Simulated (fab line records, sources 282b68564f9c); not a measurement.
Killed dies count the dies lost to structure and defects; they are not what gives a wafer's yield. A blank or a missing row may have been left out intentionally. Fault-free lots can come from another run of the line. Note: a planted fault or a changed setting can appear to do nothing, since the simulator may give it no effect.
Struck lot and sound lot, side by side | flow rit-cmos | 20 steps out of a route of 202
Sound: wafers L152.3, L152.5, L152.6. The struck wafers were L161.2, L161.3, L161.5. The cause comes at the end.
Each step with rows lists, per side, the tool, then ch with its chambers, then its first start. Under that, the readings that differ: sound wafers | struck wafers | difference of the means | sigmas: that difference in standard deviations of wafers without a fault.
alike: a reading whose means differ by less than 2 such deviations, as well as words and numbers matching on both sides. not compared: withheld readings; readings where some wafer has no value; bounds like >300 that might hide an equal value; numbers whose values overlap and for which the record gives no deviation.
Wherever a step has rows on one side only, a row that says differs or no value, or a row with sigmas, the two part there. Numbers that don't overlap but have no deviation are shown without sigmas and don't part them. Lack of a reading on every wafer of one side parts them only where that side has two or more wafers.

RIT_PLDD_TW_MEAS_10:
  sound on film-metro-01, day 3 05:06; struck on film-metro-04, day 5 01:41
  alike: PLDD_TW
then, 4 steps without rows for these wafers: RIT_SPACER_CLEAN_00 (cleans in SC1, time 600 s); RIT_SPACER_CLEAN_01 (cleans in dHF, time 30 s); RIT_SPACER_CLEAN_02 (cleans in SC2, time 600 s); RIT_SPACER_CVD_03 (deposits Si3N4 from SiH2Cl2/NH3, target thk 250 nm, time 3300 s).
RIT_SPACER_THK_MEAS_04:
  sound on film-metro-02, day 3 07:26; struck on film-metro-02, day 5 04:08
  alike: SPACER_NITRIDE_THK
RIT_SPACER_ETCHBACK_05: etches Si3N4 in SF6/CHF3, stops on SiO2, target depth 250 nm, time 240 s.
  sound on rie-diel-02 ch 1,2,3, day 3 07:29; struck on rie-diel-04 ch 0,1,3, day 5 04:11
  reading                | sound             | struck            | difference | sigmas
  throttle-valve-pct (%) | 10.11 10.22 10.08 | 10.38 10.35 10.36 | +0.23      | +2
  alike: drypump-motor-current-A, oes-product-au
  not compared: rf-hours-counter-h
then, 5 steps without rows for these wafers: RIT_NSD_HMDS_00 (prime time 60 s); RIT_NSD_COAT_01 (resist thk 1000 nm); RIT_NSD_SOFTBAKE_02 (time 60 s); RIT_NSD_EXPOSE_03 (exposes mask M9, target cd 40700 nm); RIT_NSD_PEB_04.
RIT_NSD_DEVELOP_05: develop time 50 s.
  sound on litho-track-03 ch 0, day 3 08:00; struck on litho-track-03 ch 0, day 5 05:00
  reading                | sound             | struck            | difference | sigmas
  chill-plate-temp-C (C) | 22.79 22.84 22.93 | 23.11 23.02 23.07 | +0.21      | +2
RIT_NSD_OVL_MEAS_06:
  sound on overlay-02, day 3 08:37; struck on overlay-02, day 5 05:11
  alike: NSD_OVL
then, 2 steps without rows for these wafers: RIT_NSD_HARDBAKE_07 (time 60 s); RIT_NSD_IMPLANT_08.
RIT_NSD_STRIP_09: strips in O2, time 180 s.
  sound on plasma-asher-04 ch 0,1, day 3 09:00; struck on plasma-asher-03 ch 0,1, day 5 05:31
  reading                     | sound       | struck      | difference | sigmas
  drypump-motor-current-A (A) | 5.2 5.3 5.2 | 6.0 6.4 6.0 | +0.9       | +2
  not compared: rf-hours-counter-h
RIT_NSD_TW_MEAS_10:
  sound on film-metro-02, day 3 09:08; struck on film-metro-02, day 5 05:42
  reading | sound          | struck   | difference | sigmas
  NSD_TW  | 3103 3109 3117 | 30 30 30 | -3080      | -99 or more
then, 1 step without rows for these wafers: RIT_PSD_HMDS_00 (prime time 60 s).
RIT_M1_PROBE_99:
  only the struck wafers here have rows in the record (prober-02, day 5 16:34); the sound ones have none

## WHERE THEY PART
At RIT_SPACER_ETCHBACK_05 first; at RIT_M1_PROBE_99 last (within this record only).

WHY: what had been put in by the simulator
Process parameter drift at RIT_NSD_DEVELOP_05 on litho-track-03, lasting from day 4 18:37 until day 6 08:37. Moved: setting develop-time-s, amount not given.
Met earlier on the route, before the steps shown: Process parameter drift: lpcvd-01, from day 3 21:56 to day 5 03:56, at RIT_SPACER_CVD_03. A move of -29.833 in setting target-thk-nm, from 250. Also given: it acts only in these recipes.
